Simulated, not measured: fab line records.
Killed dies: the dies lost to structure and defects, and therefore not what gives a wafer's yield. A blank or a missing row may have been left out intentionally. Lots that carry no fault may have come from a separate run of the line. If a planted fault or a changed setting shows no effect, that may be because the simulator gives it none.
fab line records	flow rit-cmos
record: lots: 5	wafers: 23
route steps=202 shown CONTACT@171 M1@196
start-h: hours from the record's first day to the start of the lot's first wafer shown	wait-h: hours from the lot's prior step to this one	" same as the row above	L1.1+2: a row that stands for several wafers	- either no value or no given start	* or withheld: withheld	< > ~ a bound
route shown NAME@n: NAME is a module with steps in the file, n the number in the route of the first one	usual: average and standard deviation across the fault-free wafers	same: alike in all rows	chamber/n: place in a boat	sites: readings site by site	_std_site: their standard deviation	_edge_site: inner sites' mean taken away from outer sites' mean	radius-mm: for every site, how far away it sits from the centre of the wafer	mask NAME#n: copy n	behind: the tool/chamber that last shaped the wafer	hold: why the lot went on hold/how many hours it stayed there/how the hold came to an end	device: names the non-switching transistor (n, p or np)	end of line: the route-end tests of the same wafers	step lacking rows: just its recipe	killed: dies lost to structure and defects at the first sort, not the wafer's yield	map: a wafer's dies, x killed, . not, _ none there
set.NAME: the setting the step ran with; set.NAME@STEP: the setting that earlier step ran with	model.NAME: the simulator's own value behind a step, which no gauge read
lots run with intentionally changed settings; tables by step, rows by wafer
== steps ==
step: RIT_CONTACT_COAT_03
recipe: resist: NOVOLAK	spin-rpm: 3250	resist-thk-nm: 1000
lot.wafer	tool	chamber	start-h	wait-h	set.spin-rpm	model.NOVOLAK_of_CONTACT_COAT_03.thk-nm
L074.1	litho-track-03	0	54.89	0.1	3250	1002
L074.2+6	"	0	"	"	3250	1001
L074.3+4	"	0	"	"	3250	1003
L080.3+4	litho-track-03	0	82.19	0.1	3250	1001
L080.5	"	0	"	"	3250	1002
L082.1	litho-track-01	0	96.05	0.1	3250	994.8
L082.2	"	0	"	"	3250	997.8
L082.4	"	0	"	"	3250	995.7
L082.5	"	0	"	"	3250	998.3
L082.6	"	0	"	"	3250	999.4
L083.1	litho-track-04	0	98.95	0.1	3250	1002
L083.2	"	0	"	"	3250	1001
L083.3	"	0	"	"	3378	982.3
L083.4	"	0	"	"	3378	981.9
L083.6	"	0	"	"	3250	1000
L084.1	litho-track-04	0	103.70	0.1	3250	998.9
L084.2	"	0	"	"	3114	1019
L084.3+4	"	0	"	"	3114	1017
L084.6	"	0	"	"	3250	998.8
step: RIT_CONTACT_SOFTBAKE_04
recipe: resist: NOVOLAK	temp-c: 88.77	time-s: 60
step: RIT_CONTACT_EXPOSE_05
recipe: mask-id: M11	na: 0.6	source-shape: conventional	sigma-outer: 0.5	target-cd-nm: 1000	dose-mj: 250
step: RIT_CONTACT_PEB_06
recipe: resist: NOVOLAK	temp-c: withheld	time-s: withheld
step: RIT_CONTACT_DEVELOP_07
recipe: resist: NOVOLAK	develop-time-s: 120	dev-temp-c: 23
lot.wafer	tool	chamber	start-h	wait-h	set.spin-rpm@CONTACT_COAT_03	model.NOVOLAK_of_CONTACT_COAT_03.thk-nm
L074.1+2	litho-track-03	0	-	-	3250	1004
L074.3+4	"	0	"	"	3250	1005
L074.6	"	0	"	"	3250	1003
L080.3	litho-track-03	0	-	-	3250	1003
L080.4	"	0	"	"	3250	1004
L080.5	"	0	"	"	3250	1005
L082.1	litho-track-03	0	-	-	3250	997.2
L082.2	"	0	"	"	3250	1000
L082.4	"	0	"	"	3250	998.2
L082.5	"	0	"	"	3250	1001
L082.6	"	0	"	"	3250	1002
L083.1	litho-track-04	0	-	-	3250	1004
L083.2+6	"	0	"	"	3250	1003
L083.3	"	0	"	"	3378	984.7
L083.4	"	0	"	"	3378	984.3
L084.1+6	litho-track-01	0	-	-	3250	1001
L084.2	"	0	"	"	3114	1022
L084.3+4	"	0	"	"	3114	1019
step: RIT_CONTACT_HARDBAKE_10
recipe: resist: NOVOLAK	temp-c: 140	time-s: 60
lot.wafer	tool	chamber	start-h	wait-h	set.spin-rpm@CONTACT_COAT_03	model.NOVOLAK_of_CONTACT_COAT_03.thk-nm
L074.1	litho-track-03	0	55.86	0.0	3250	884.9
L074.2	"	0	"	"	3250	884.4
L074.3	"	0	"	"	3250	885.7
L074.4	"	0	"	"	3250	885.8
L074.6	"	0	"	"	3250	884.2
L080.3	litho-track-01	0	83.28	0.1	3250	884
L080.4	"	0	"	"	3250	884.6
L080.5	"	0	"	"	3250	885.3
L082.1	litho-track-03	0	97.15	0.0	3250	878.7
L082.2	"	0	"	"	3250	881.4
L082.4	"	0	"	"	3250	879.6
L082.5	"	0	"	"	3250	881.8
L082.6	"	0	"	"	3250	882.8
L083.1	litho-track-04	0	100.07	0.0	3250	885.1
L083.2	"	0	"	"	3250	884
L083.3	"	0	"	"	3378	867.8
L083.4	"	0	"	"	3378	867.4
L083.6	"	0	"	"	3250	883.8
L084.1	litho-track-01	0	104.73	0.0	3250	882.4
L084.2	"	0	"	"	3114	899.9
L084.3+4	"	0	"	"	3114	898.1
L084.6	"	0	"	"	3250	882.3
step: RIT_CONTACT_ETCH_11
recipe: target-depth-a: 4800	over-etch-frac: 0.2	stop-on: TiSi2	chemistry: CHF3/CF4/Ar	target: SiO2	CHF3_flow_sccm: 50	cf4-flow-sccm: 10	Ar_flow_sccm: 100	O2_flow_sccm: 5	pressure-mtorr: 100	rf-w: 200	time-s: 320
lot.wafer	tool	chamber	start-h	wait-h	set.spin-rpm@CONTACT_COAT_03	model.NOVOLAK_of_CONTACT_COAT_03.thk-nm
L074.1	rie-diel-03	1	56.01	0.1	3250	770.2
L074.2+6	"	2	"	"	3250	770.3
L074.3	"	3	"	"	3250	770.7
L074.4	"	3	"	"	3250	770.1
L080.3	rie-diel-03	2	83.38	0.1	3250	770.7
L080.4	"	3	"	"	3250	768.8
L080.5	"	1	"	"	3250	769.6
L082.1	rie-diel-03	0	97.30	0.1	3250	762.7
L082.2	"	2	"	"	3250	766.7
L082.4	"	3	"	"	3250	764.1
L082.5	"	2	"	"	3250	768.7
L082.6	"	3	"	"	3250	767.6
L083.1	rie-diel-04	2	100.22	0.1	3250	770.4
L083.2	"	1	"	"	3250	771.1
L083.3	"	0	"	"	3378	753
L083.4	"	3	"	"	3378	752.1
L083.6	"	0	"	"	3250	768.6
L084.1	rie-diel-04	2	104.88	0.1	3250	766.5
L084.2	"	1	"	"	3114	785.8
L084.3	"	3	"	"	3114	782.9
L084.4	"	0	"	"	3114	783.4
L084.6	"	3	"	"	3250	767.4
step: RIT_M1_METAL_ETCH_12
recipe: stop-on: SiO2	chemistry: Cl2/BCl3	target: Al	time-s: 165	over-etch-frac: 0.5	pressure-mtorr: 100	target-depth-a: 6000	rf-w: 250	Cl2_flow_sccm: 60	bcl3-flow-sccm: 50
lot.wafer	tool	chamber	start-h	wait-h	set.time-s	model.NOVOLAK_of_M1_COAT_04.thk-nm
L074.1	rie-metal-02	1	58.63	0.2	165	800.2
L074.2	"	0	"	"	141.9	855.1
L074.3	"	0	"	"	141.9	850
L074.4	"	1	"	"	165	799.8
L074.6	"	0	"	"	165	802.6
L080.3	rie-metal-02	1	86.25	0.2	165	800.2
L080.4	"	0	"	"	165	803.1
L080.5	"	0	"	"	165	805.7
L082.1	rie-metal-04	0	100.12	0.2	165	811.2
L082.2	"	1	"	"	165	816.8
L082.4	"	0	"	"	165	813.6
L082.5	"	1	"	"	165	817.5
L082.6	"	0	"	"	165	805.7
L083.1	rie-metal-02	0	102.86	0.2	181.6	765.1
L083.2	"	1	"	"	181.6	770.2
L083.3	"	0	"	"	165	803.1
L083.4	"	1	"	"	165	800.1
L083.6	"	1	"	"	165	800.8
L084.1	rie-metal-01	0	107.65	0.2	165	793.3
L084.2	"	1	"	"	153.9	825
L084.3	"	0	"	"	165	794.1
L084.4	"	1	"	"	153.9	824.1
L084.6	"	1	"	"	153.9	822.8
step: RIT_M1_STRIP_13
recipe: chemistry: nmp	resist: NOVOLAK	temp-c: 80	time-s: 617	dry: n2-spin
step: RIT_M1_STRIP_14
recipe: chemistry: O2	time-s: 180	platen-temp-c: withheld	power-w: 500	pressure-mtorr: 4000	o2-flow-sccm: 4000
step: RIT_M1_ANNEAL_15
recipe: temp-c: 450	time-s: 1800	ambient: forming_gas_H2N2
step: RIT_M1_PROBE_99
lot.wafer	tool	chamber	start-h	wait-h	set.dev-temp-c@GATE_DEVELOP_15	model.etest.pmos-turned.r-on-ohm-um	model.etest.pmos_0p3.r-on-ohm-um	model.etest.pmos_0p15.r-on-ohm-um	model.etest.nmos_0p3.r-on-ohm-um	model.etest.nmos_0p15.r-on-ohm-um
L074.1+3	prober-02	-	61.02	0.1	23	-	-	-	-	-
L074.2+4+6	prober-02	-	61.07	0.1	21.96	-	-	-	-	-
L080.3	prober-01	-	88.54	0.2	23	3344	6240	2689	2163	1096
L080.4	prober-01	-	88.59	0.2	23	3324	6246	2647	2168	1084
L080.5	prober-01	-	88.64	0.2	23	3554	6439	2816	2207	1136
L082.1	prober-01	-	103.67	0.1	23	4089	6597	3092	2252	1214
L082.2	prober-01	-	103.72	0.1	23	4325	6833	3275	2308	1250
L082.4	prober-01	-	103.82	0.2	23	4229	6697	3174	2261	1222
L082.5	prober-01	-	103.87	0.2	25.85	4656	7177	3613	2436	1372
L082.6	prober-01	-	103.92	0.2	25.85	4551	7108	3570	2409	1350
L083.1	prober-02	-	105.54	0.1	21.79	3851	6546	2890	2275	1194
L083.2	prober-02	-	105.59	0.1	23	3963	6600	3059	2369	1318
L083.3	prober-02	-	105.64	0.2	21.79	3833	6418	2928	2289	1252
L083.4	prober-02	-	105.69	0.2	23	3974	6637	3090	2282	1238
L083.6	prober-02	-	105.79	0.2	23	3926	6411	2978	2273	1246
L084.1	prober-01	-	109.94	0.1	25.27	4370	6994	3414	2370	1341
L084.2	prober-01	-	109.99	0.1	25.27	4498	7039	3429	2384	1324
L084.3	prober-01	-	110.04	0.2	25.27	4290	6964	3335	2351	1324
L084.4	prober-01	-	110.09	0.2	23	3966	6528	2993	2236	1213
L084.6	prober-01	-	110.19	0.2	23	3989	6603	2980	2234	1199
killed by level:class
L080.3 GATE:geometric-particle:short=2 REOX:geometric-particle:open=1 M1:geometric-particle:open=1
L080.4 FOX2:geometric-particle:open=3 REOX:geometric-particle:open=2 GATE:geometric-particle:short=1 GATE:geometric-particle:open=1 REOX:geometric-particle:short=1 SPACER:geometric-particle:open=1 SPACER:geometric-particle:short=1
L080.5 GATE:geometric-particle:short=1 REOX:geometric-particle:open=1
== key ==
split: step: RIT_CONTACT_COAT_03	setting: spin-rpm	stated: 3250	by: wafer
response: step: RIT_CONTACT_COAT_03	reading: model.NOVOLAK_of_CONTACT_COAT_03.thk-nm	change: -4.64	per: 1%	r: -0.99
response: step: RIT_CONTACT_DEVELOP_07	reading: model.NOVOLAK_of_CONTACT_COAT_03.thk-nm	change: -4.65	per: 1%	r: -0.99
response: step: RIT_CONTACT_HARDBAKE_10	reading: model.NOVOLAK_of_CONTACT_COAT_03.thk-nm	change: -4.06	per: 1%	r: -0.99
response: step: RIT_CONTACT_ETCH_11	reading: model.NOVOLAK_of_CONTACT_COAT_03.thk-nm	change: -4.25	per: 1%	r: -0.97
split: step: RIT_M1_METAL_ETCH_12	setting: time-s	stated: 165	by: wafer
response: step: RIT_M1_METAL_ETCH_12	reading: model.NOVOLAK_of_M1_COAT_04.thk-nm	change: -3.7	per: 1%	r: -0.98
split outside-this-file step=RIT_GATE_DEVELOP_15 setting=dev-temp-c
split outside-this-file: this setting was split too, and the file shows its column; the key of that split is in another file
